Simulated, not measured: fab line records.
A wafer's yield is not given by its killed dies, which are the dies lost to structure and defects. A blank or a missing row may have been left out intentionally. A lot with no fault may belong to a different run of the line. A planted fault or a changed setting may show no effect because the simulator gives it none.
Tool commonality check -- flow berkeley cmos170 -- 42 wafers sampled across 14 lots

## WHY THIS WAS OPENED
Flagged at UCB170_M2_CD_MEAS_90: reading cd nm, on 2 of 14 lots. Wafers without a fault read 699.7 nm, standard deviation 2.3.
Rule: a lot is flagged in two cases, either no wafer of it has a number, or all its wafers with numbers fall more than 4 standard deviations from that mean. All remaining lots are regarded as sound.

lot,measured,on,"cd nm (nm), wafer by wafer",flag
L118,day 7 12:23,cd sem-01,699.5 699.3 701.7,
L123,day 8 05:23,cd sem-01,701.8 701.0 697.1,
L122,day 8 05:36,cd sem-01,701.8 701.6 700.7,
L121,day 8 12:49,cd sem-01,699.4 701.5 699.0,
L124,day 9 06:36,cd sem-02,702.6 700.1 698.3,
L126,day 9 06:52,cd sem-02,704.2 704.0 700.6,
L125,day 9 07:56,cd sem-02,695.1 694.8 696.3,
L128,day 9 12:20,cd sem-01,696.6 694.5 699.0,
L127,day 9 12:36,cd sem-02,702.0 702.0 701.6,
L129,day 9 19:46,cd sem-01,718.8 718.8 718.7,FLAGGED
L130,day 9 20:22,cd sem-01,700.3 701.8 703.6,
L132,day 10 12:47,cd sem-01,722.5 719.3 721.6,FLAGGED
L134,day 11 00:49,cd sem-02,698.4 698.6 696.9,
L138,day 12 10:07,cd sem-01,700.5 699.9 701.6,
The mean of the flagged lots' numbers is 720.0 nm, +20.2 nm from the usual (+9 standard deviations).

## LOT BY LOT: THE TOOL USED
Before the reading, the record contains 2 process steps out of a 331-step route. Read each cell as the tool, then ch plus the chambers that the sampled wafers visited, then the start.
lot,flag,UCB170_M2_METAL_ETCH_18,UCB170_M2_STRIP_19
L118,,"rie metal-02 ch 0, day 7 11:55","plasma asher-01 ch 0,1, day 7 12:17"
L123,,"rie metal-02 ch 0, day 8 04:55","plasma asher-01 ch 0,1, day 8 05:17"
L122,,"rie metal-04 ch 0,1, day 8 05:20","plasma asher-04 ch 0,1, day 8 05:30"
L121,,"rie metal-02 ch 0,1, day 8 12:31","plasma asher-03 ch 0,1, day 8 12:43"
L124,,"rie metal-01 ch 0,1, day 9 06:17","plasma asher-04 ch 0,1, day 9 06:29"
L126,,"rie metal-04 ch 0,1, day 9 06:34","plasma asher-03 ch 0,1, day 9 06:46"
L125,,"rie metal-02 ch 0,1, day 9 07:39","plasma asher-01 ch 0,1, day 9 07:50"
L128,,"rie metal-02 ch 0,1, day 9 12:04","plasma asher-03 ch 0,1, day 9 12:13"
L127,,"rie metal-04 ch 0,1, day 9 12:20","plasma asher-01 ch 0,1, day 9 12:29"
L129,FLAGGED,"rie metal-04 ch 0,1, day 9 19:29","plasma asher-04 ch 0,1, day 9 19:40"
L130,,"rie metal-01 ch 0,1, day 9 20:04","plasma asher-03 ch 0,1, day 9 20:15"
L132,FLAGGED,"rie metal-04 ch 0,1, day 10 12:29","plasma asher-03 ch 0,1, day 10 12:41"
L134,,"rie metal-01 ch 0,1, day 11 00:32","plasma asher-01 ch 0,1, day 11 00:43"
L138,,"rie metal-01 ch 1, day 12 09:49","plasma asher-03 ch 1, day 12 10:00"
What is done by these steps:
- UCB170_M2_METAL_ETCH_18: etches Al in Cl2/BCl3, stops on SiO2, target depth 1170 nm, time 195 s.
- UCB170_M2_STRIP_19: strips in O2.
- UCB170_M2_CD_MEAS_90: target cd 700 nm.

## FLAGGED AGAINST TOTAL, ONE TOOL AT A TIME (gauges that did the reading follow at the end)
step,tool,lots run,flagged,share of the flagged lots,sound lots run after its first flagged lot
UCB170_M2_METAL_ETCH_18,rie metal-01,4,0,none,-
UCB170_M2_METAL_ETCH_18,rie metal-02,5,0,none,-
UCB170_M2_METAL_ETCH_18,rie metal-04,5,2,all,0
UCB170_M2_STRIP_19,plasma asher-01,5,0,none,-
UCB170_M2_STRIP_19,plasma asher-03,6,1,some,1 (L138)
UCB170_M2_STRIP_19,plasma asher-04,3,1,some,0
UCB170_M2_CD_MEAS_90,cd sem-01,9,2,all,"2 (L130,L138)"
UCB170_M2_CD_MEAS_90,cd sem-02,5,0,none,-

## WHAT IS ALLOWED BY THE TABLE
In 2 table rows, all flagged lots were run: rie metal-04 (UCB170_M2_METAL_ETCH_18), cd sem-01 (UCB170_M2_CD_MEAS_90).
- rie metal-04 at UCB170_M2_METAL_ETCH_18 ran 5 lots, 2 of them flagged. Last sound lot L127 at day 9 12:20, first flagged lot L129 at day 9 19:29; a fault beginning in between fits. Its own readings lie more than 4 standard deviations out on every wafer of the flagged lots: oes product au, rf fwd power W.
- cd sem-01 at UCB170_M2_CD_MEAS_90 ran 9 lots, 2 of them flagged. Sound lots ran on it after the first flagged one (L130, L138), which a lasting fault on the whole tool wouldn't allow.
What remains is a single tool, rie metal-04 at UCB170_M2_METAL_ETCH_18.

## WHAT THE SIMULATOR HAD PUT IN
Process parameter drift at UCB170_M2_METAL_ETCH_18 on rie metal-04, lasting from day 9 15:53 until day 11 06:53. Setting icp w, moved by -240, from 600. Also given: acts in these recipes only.
Shown lots that were struck: L129, L132. This agrees with what the rule above found.
